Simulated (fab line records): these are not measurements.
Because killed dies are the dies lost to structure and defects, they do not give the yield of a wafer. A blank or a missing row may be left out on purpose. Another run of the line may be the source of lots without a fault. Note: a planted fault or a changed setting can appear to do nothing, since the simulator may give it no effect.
A lot that was struck, set against a sound lot ; flow rit cmos ; 15 out of 202 route steps
Sound: these wafers, L357.1, L357.5, L357.6. Struck: wafers L368.1, L368.2, L368.4. At the end, the cause is stated.
Per side, at each step with rows, come the tool, then ch with its chambers, and then its first start. Under that, the readings that differ: sound wafers ; struck wafers ; difference of the means ; sigmas: that difference in standard deviations of wafers without a fault.
alike: words and numbers the same on both sides, and readings whose means are apart by under 2 such deviations; not compared: readings that were withheld, readings missing a value for some wafer, numbers with overlapping values and no deviation given by the record, and bounds like >300 which may hide the same value.
Wherever a step has rows on one side only, a row that says differs or no value, or a row with sigmas, the two part there. Non-overlapping numbers with no deviation appear without sigmas and do not part them. Lack of a reading on every wafer of one side parts them only where that side has two or more wafers.

first, 5 steps without rows for these wafers: RIT_M1_COAT_04 (resist thk 1300 nm); RIT_M1_SOFTBAKE_05 (time 60 s); RIT_M1_EXPOSE_06 (exposes mask M12, target cd 2600 nm); RIT_M1_PEB_07; RIT_M1_DEVELOP_08 (develop time 68 s).
RIT_M1_CD_MEAS_09: target cd 2600 nm.
  struck on cd sem-02, day 7 01:00; sound on cd sem-02, day 4 05:11
  alike: cd nm
RIT_M1_OVL_MEAS_10:
  struck on overlay-01, day 7 01:07; sound on overlay-02, day 4 05:18
  alike: M1_OVL
then, 1 step without rows for these wafers: RIT_M1_HARDBAKE_11 (time 120 s).
RIT_M1_METAL_ETCH_12: etches Al in Cl2/BCl3, stops on SiO2, time 165 s, target depth 600 nm.
  sound on rie metal-02 ch 0,1, day 4 05:35; struck on rie metal-03 ch 0,1, day 7 01:24
  alike: drypump motor current A, oes product au, throttle valve pct
  not compared: rf hours counter h
then, 1 step without rows for these wafers: RIT_M1_STRIP_13 (strips in nmp, time 600 s).
RIT_M1_STRIP_14: strips in O2, time 180 s.
  sound on plasma asher-02 ch 0,1, day 4 05:56; struck on plasma asher-03 ch 0,1, day 7 01:44
  alike: drypump motor current A
  not compared: rf hours counter h
RIT_M1_CD_MEAS_90: target cd 2600 nm.
  struck on cd sem-02, day 7 01:55; sound on cd sem-01, day 4 06:07
  alike: cd nm
RIT_M1_ANNEAL_15: time 1800 s.
  sound on furnace-02 ch 0, day 4 06:14; struck on furnace-02 ch 0, day 7 02:02
RIT_M1_BOW_MEAS_16:
  struck on film metro-04, day 7 03:32; sound on film metro-01, day 4 07:44
  alike: M1_BOW
RIT_M1_PROBE_99:
  struck on prober-02, day 7 03:40; sound on prober-02, day 4 07:51
reading;sound;struck;difference;sigmas
killed_at_M0_to_M3;0 0 0;1 0 0;+0;+2
sort_bin_5_function (%);2.7 2.7 2.3;0.4 0.8 0.8;-1.9;-2
model.etest.nmos_0p15.junction log10 a um;-13.42 -13.33 -13.51;-11.45 -11.27 -11.32;+2.07;
model.etest.nmos narrow.off log10 a um;-13.13 -13.19 -13.12;-11.44 -11.27 -11.32;+1.80;
model.etest.gate end array.leak log10 a um;-12.81 -12.82 -12.83;-11.34 -11.08 -11.01;+1.68;
model.etest.nmos_0p3.off log10 a um;-13 -12.99 -12.99;-11.44 -11.27 -11.32;+1.65;
model.etest.pmos_0p15.junction log10 a um;-13.77 -13.66 -13.78;-12.43 -12.25 -12.31;+1.41;
model.etest.contact diode array.leak log10 a (angstrom);-9.388 -9.264 -9.341;-8.219 -7.952 -8.002;+1.273;
model.etest.pmos_0p3.off log10 a um;-12.72 -12.81 -12.87;-12.31 -12.22 -12.2;+0.56;
model.etest.pmos narrow.off log10 a um;-12.72 -12.76 -12.63;-12.3 -12.18 -12.22;+0.5;
  alike: defect limited yield, killed at contacts, killed at front end, killed dies, killed open, killed short, sort_bin_3_pad_short, sort_bin_6_memory, sort n pass, sort yield pct

## WHERE THEY PART
Only at RIT_M1_PROBE_99, within this record.

WHY: whatever the simulator had introduced
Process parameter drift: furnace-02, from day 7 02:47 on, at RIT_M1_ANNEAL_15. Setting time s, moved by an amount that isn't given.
